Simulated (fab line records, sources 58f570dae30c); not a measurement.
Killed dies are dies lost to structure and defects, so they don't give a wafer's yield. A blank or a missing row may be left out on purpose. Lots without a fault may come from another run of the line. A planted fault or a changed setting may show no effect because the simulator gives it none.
One fault seen from 2 desks | flow berkeley_cmos170 | each desk has only its own numbers; what lay behind them comes last

THE METROLOGY DESK
What the gauges read, lot by lot, whatever tool the lot ran on: means of the sampled wafers that have a number. A lot is out of limits, marked OUT, if its mean lies more than 4 standard deviations from the usual mean; the brackets give that distance.
Columns: A = ACTIVE_OVL at UCB170_ACTIVE_OVL_MEAS_14, usual 2 nm; B = PVT_OVL at UCB170_PVT_OVL_MEAS_06, usual 5 nm; C = cd_nm at UCB170_PLDD_CD_MEAS_06, usual 1200.1 nm; D = PLDD_TW at UCB170_PLDD_TW_MEAS_11, usual 1012
lot  | first seen here | A  | B  | C                 | D
L887 | day 4 00:57     | 2  | 7  | 1201.6            | 1009
L888 | day 4 11:20     | 4  | 7  | 1199.5            | 1014
L890 | day 4 22:01     | 3  | 13 | 1198.6            | 1008
L889 | day 4 22:18     | 3  | -5 | 1201.7            | 1006
L897 | day 6 01:01     | 3  | -7 | 1197.6            | 1009
L898 | day 6 07:32     | 10 | 8  | 1200.3            | 1012
L900 | day 7 01:37     | 5  | -3 | 1200.8            | 1021
L901 | day 7 02:13     | -8 | 8  | 1200.2            | 1021
L902 | day 7 02:21     | 5  | 15 | 1201.3            | 1009
L903 | day 7 09:41     | -2 | -3 | 1200.1            | 1023
L904 | day 7 09:57     | -8 | 5  | 1188.0 (-8.7) OUT | 1025
L906 | day 8 06:55     | 0  | 4  | 1199.1            | 1012
L907 | day 8 06:57     | 3  | 3  | 1189.1 (-7.9) OUT | 1008
L908 | day 8 12:03     | 8  | -1 | 1199.1            | 1010
This desk's finding: out of limits on L904, L907; first on L904, day 9 09:51 (cd_nm at UCB170_PLDD_CD_MEAS_06). In limits: L887, L888, L890, L889, L897, L898, L900, L901, L902, L903, L906, L908.

THE TOOL OWNER'S DESK: litho_track-01
The tool's own readings at UCB170_PLDD_SOFTBAKE_02 (time 60 s): means of the sampled wafers that have a number, for each lot that ran on this tool. A lot is out of limits, marked OUT, if its mean lies more than 4 standard deviations from the usual mean; the brackets give that distance.
Columns: A = heater_power_total_W at UCB170_PLDD_SOFTBAKE_02, usual 56.80 W; B = plate_temp_C at UCB170_PLDD_SOFTBAKE_02, usual 130.03 C
lot  | first seen here | A               | B
L889 | day 6 18:03     | 56.80           | 130.06
L902 | day 8 20:26     | 56.80           | 130.18
L903 | day 9 08:25     | 56.74           | 130.07
L904 | day 9 08:50     | 53.64 (-69) OUT | 124.46 (-43) OUT
L907 | day 10 04:41    | 53.61 (-69) OUT | 124.34 (-44) OUT
This desk's finding: out of limits on L904, L907; first on L904, day 9 08:50 (heater_power_total_W at UCB170_PLDD_SOFTBAKE_02). In limits: L889, L902, L903.

PUT TOGETHER
The tool owner's desk could have raised an alarm at day 9 08:50, on L904, L907.
The metrology desk could have raised an alarm at day 9 09:51, on L904, L907.
Of the lots named, all ran UCB170_PLDD_SOFTBAKE_02 on litho_track-01.

WHAT THE SIMULATOR HAD PUT IN
Process parameter drift: litho_track-01, from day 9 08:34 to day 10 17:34, at UCB170_PLDD_SOFTBAKE_02. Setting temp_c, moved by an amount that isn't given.
Lots struck among those shown: L904, L907.
Hours from the fault's start to each desk's first reading out of limits: the tool owner's desk, 0; the metrology desk, 1.
